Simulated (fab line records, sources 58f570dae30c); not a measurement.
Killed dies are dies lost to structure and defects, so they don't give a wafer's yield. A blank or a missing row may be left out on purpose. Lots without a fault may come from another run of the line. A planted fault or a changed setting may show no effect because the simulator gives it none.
8D (eight disciplines) problem report, filled in by code + flow berkeleyCmos170 + the parts of the form that need people (team, actions taken, sign-off) are left out

1. THE PROBLEM
At UCB170_M1_METAL_ETCH_12, rfFwdPowerW averages 526.8 W over 9 wafers from 3 lots, while fault-free wafers read 596.5 W, standard deviation 2.3. Relative to the usual mean, that is a shift of -30 standard deviations.
The step: etches Al in Cl2/BCl3, stops on PSG, target depth 780 nm, time 130 s.
The first sign was on wafer L273.3 at day 11 01:08, on rieMetal-03. At this step, 45 wafers from 15 lots have a number in the record. Rule for "out", or "out of limits": more than 4 standard deviations from the usual mean. The other wafers with a number count as sound.

2. WHAT IT IS, WHAT IT ISN'T
| question                    | is                     | is not                                                                          |
|-----------------------------|------------------------|---------------------------------------------------------------------------------|
| which readings at this step | rfFwdPowerW            | bcl3FlowSccm, biasW, drypumpMotorCurrentA, oesProductAu, throttleValvePct       |
| which lots                  | L273, L274, L276       | L259, L260, L262, L263, L265, L267, L268, L269, L270, L275, L281, L282          |
| which wafers of those lots  | all that have a number | -                                                                               |
| read on which tools         | rieMetal-03            | rieMetal-01, rieMetal-02                                                        |
| when                        | from day 11 01:08      | up to then (27 sound wafers); but 9 sound wafers of L275, L281, L282 came after |

3. SUSPECTS, AND WHAT RULES EACH OUT
Counting: a tool at a process step up to the reading stays a suspect if it ran every lot that is out and no sound lot after the first of them.
- rieMetal-03 at UCB170_M1_METAL_ETCH_12 (etches Al in Cl2/BCl3, stops on PSG, target depth 780 nm, time 130 s): kept. Every lot that is out went through it, starting with L273 (day 11 01:08), and after that it ran no sound lot; the last sound lot it ran before then is L268 (day 9 22:07). Out on those wafers are its own readings of rfFwdPowerW.
Remaining after the count: rieMetal-03 at UCB170_M1_METAL_ETCH_12.

4. THE CAUSE (what the simulator had put in)
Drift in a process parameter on rieMetal-03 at UCB170_M1_METAL_ETCH_12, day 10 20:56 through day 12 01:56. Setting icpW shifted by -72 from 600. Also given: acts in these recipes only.
After counting, this tool was the only one left.

5. SEQUENCE OF EFFECTS, ordered by route
Each row: a reading where the mean over the struck wafers with a number is more than 3 standard deviations away from the usual. Scope: only readings with a usual standard deviation given in the record; hours: median across lots of the time from each lot's start at the first step in this table that gives one to its start at this step; sigmas: change in usual standard deviations.
| hours | step                    | reading     | usual   | on struck wafers | change | sigmas |
|-------|-------------------------|-------------|---------|------------------|--------|--------|
| 0     | UCB170_M1_METAL_ETCH_12 | rfFwdPowerW | 596.5 W | 526.8            | -69.7  | -30    |
The process steps in it:
- UCB170_M1_METAL_ETCH_12: etches Al in Cl2/BCl3, stops on PSG, target depth 780 nm, time 130 s.

6. WHAT WOULD HAVE CAUGHT IT SOONER
First out-of-limits reading in this record: day 11 01:08, which is 4 hours after fault onset at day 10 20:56.
